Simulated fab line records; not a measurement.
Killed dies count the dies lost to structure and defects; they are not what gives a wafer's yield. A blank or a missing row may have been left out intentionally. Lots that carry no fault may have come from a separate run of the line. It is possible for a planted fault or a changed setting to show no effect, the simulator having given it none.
Which tool was responsible? -- flow rit-cmos -- at 1 step of a route of 202, 15 lots with 45 wafers sampled

WHAT THE GAUGES SHOWED, per wafer
The record lacks any reading of a measuring or inspecting step that a usual standard deviation could be used to judge.

WHICH TOOL RAN EACH LOT (tool, then ch and the chambers of the sampled wafers, then the start)
lot,RIT_PLDD_DEVELOP_05
L356,"litho-track-03 ch 0, day 2 18:00"
L357,"litho-track-03 ch 0, day 3 01:00"
L358,"litho-track-04 ch 0, day 3 06:00"
L359,"litho-track-02 ch 0, day 3 10:00"
L361,"litho-track-03 ch 0, day 3 23:00"
L362,"litho-track-03 ch 0, day 4 02:00"
L363,"litho-track-04 ch 0, day 4 10:00"
L364,"litho-track-02 ch 0, day 4 12:00"
L370,"litho-track-03, day 5 17:00"
L371,"litho-track-04, day 5 21:00"
L372,"litho-track-03, day 6 01:00"
L375,"litho-track-04 ch 0, day 6 18:00"
L376,"litho-track-04 ch 0, day 6 23:00"
L378,"litho-track-03 ch 0, day 7 10:00"
L379,"litho-track-03 ch 0, day 7 15:00"
- RIT_PLDD_DEVELOP_05: develop time 50 s.

WHAT THE TOOLS THEMSELVES READ (means of the sampled wafers that have a number; where no wafer has one, the mark that the record gives instead)
RIT_PLDD_DEVELOP_05. Usual: chill-plate-temp-C at 23.00 C, with a standard deviation of 0.098.
lot,tool,chill-plate-temp-C (C),flag
L356,litho-track-03,23.13,
L357,litho-track-03,23.01,
L358,litho-track-04,23.15,
L359,litho-track-02,22.94,
L361,litho-track-03,22.99,
L362,litho-track-03,23.05,
L363,litho-track-04,23.02,
L364,litho-track-02,22.93,
L370,litho-track-03,-,OFF
L371,litho-track-04,-,OFF
L372,litho-track-03,-,OFF
L375,litho-track-04,23.04,
L376,litho-track-04,22.93,
L378,litho-track-03,23.04,
L379,litho-track-03,22.93,

THE ANSWER, worked out from the rows above alone
Rule: a lot is off if the mean of its wafers that have a number lies more than 3 standard deviations from the usual mean. Also off: a lot with no number at a reading for which 4 or more lots have one. All remaining lots with rows at the step are treated as sound. After the gauges, taken in route order, come the tools' own readings; for these a lot's mean is taken, as printed above. At the first step where some lot is off, the reading lying furthest off is the one used; lots without a number count as furthest.
Off: L370, L371, L372, at RIT_PLDD_DEVELOP_05 (chill-plate-temp-C). Without a number there: L370, L371, L372.
If a tool, at that step or one of the process steps before it, ran each lot that is off and ran no sound lot following the first of them, it fits. Of those tried, none fits.

WHAT WAS PUT IN BY THE SIMULATOR
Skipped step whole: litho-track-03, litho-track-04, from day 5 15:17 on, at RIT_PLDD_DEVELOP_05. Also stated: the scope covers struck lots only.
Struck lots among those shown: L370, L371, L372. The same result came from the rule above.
